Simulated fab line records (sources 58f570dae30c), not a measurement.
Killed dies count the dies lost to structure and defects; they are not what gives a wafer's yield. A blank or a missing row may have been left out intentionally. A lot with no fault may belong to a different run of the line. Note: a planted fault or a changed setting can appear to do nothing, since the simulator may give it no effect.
Matching of chambers    flow berkeleyCmos170    wetBench-01 running UCB170_SILICIDE_WET_ETCH_05: 3 sister chambers
The step etches Ti in SPM, time 45 s. 16 wafers are shown with their chamber, then 8 later ones without.

## WAFERS WITH THEIR CHAMBER
wafer   chamber  bathHeatDutyPct (%)  bathGuardTempC (C)
L803.2  2        17.2                 120.1
L803.5  2        19.2                 120.0
L803.6  2        18.4                 120.1
L810.1  0        12.3                 119.9
L810.3  0        12.2                 119.5
L810.4  0        13.1                 119.7
L816.1  2        17.4                 119.8
L816.2  2        18.9                 119.7
L816.5  2        18.4                 119.9
L817.2  3        12.6                 120.6
L817.3  3        13.2                 121.0
L817.4  3        13.0                 120.8
L818.1  2        18.2                 119.5
L818.2  2        17.8                 119.8
L818.6  2        19.9                 119.9
L821.3  0        13.0                 119.6

SIGNATURES, as means of the wafers listed above
reading          chamber 0  chamber 2  chamber 3  scatter within a chamber
bathHeatDutyPct  12.650     18.378     12.933     0.724
bathGuardTempC   119.675    119.867    120.800    0.19
Rule: distance of a wafer from a chamber = root of the sum over the readings of ((wafer's reading minus chamber's mean) / reading's scatter) squared. If the next closest chamber is less than 2 further off than the closest, the wafer can't be placed; otherwise it belongs to the closest. The scatter: take each reading less its chamber's mean, square it, sum over the shown wafers, divide by the number of wafers less the number of chambers, and take the root.

## WAFERS WITHOUT THEIR CHAMBER
wafer   bathHeatDutyPct (%)  bathGuardTempC (C)
L821.5  14.3                 119.7
L821.6  13.6                 119.8
L822.3  17.0                 119.8
L822.4  16.5                 119.8
L822.6  18.6                 119.9
L823.1  12.5                 119.5
L823.2  14.0                 119.9
L823.6  13.9                 120.0

## WHICH CHAMBER EACH ONE RAN IN
wafer   from the rows above      in truth
L821.5  0                        0
L821.6  0                        0
L822.3  2                        2
L822.4  2                        2
L822.6  2                        2
L823.1  0                        0
L823.2  0                        0
L823.6  can't be placed: 0 or 3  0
7 of 8 placed correctly. Not placeable from these rows: 1 (in 1, the candidates include the true chamber). Wrongly placed: 0.
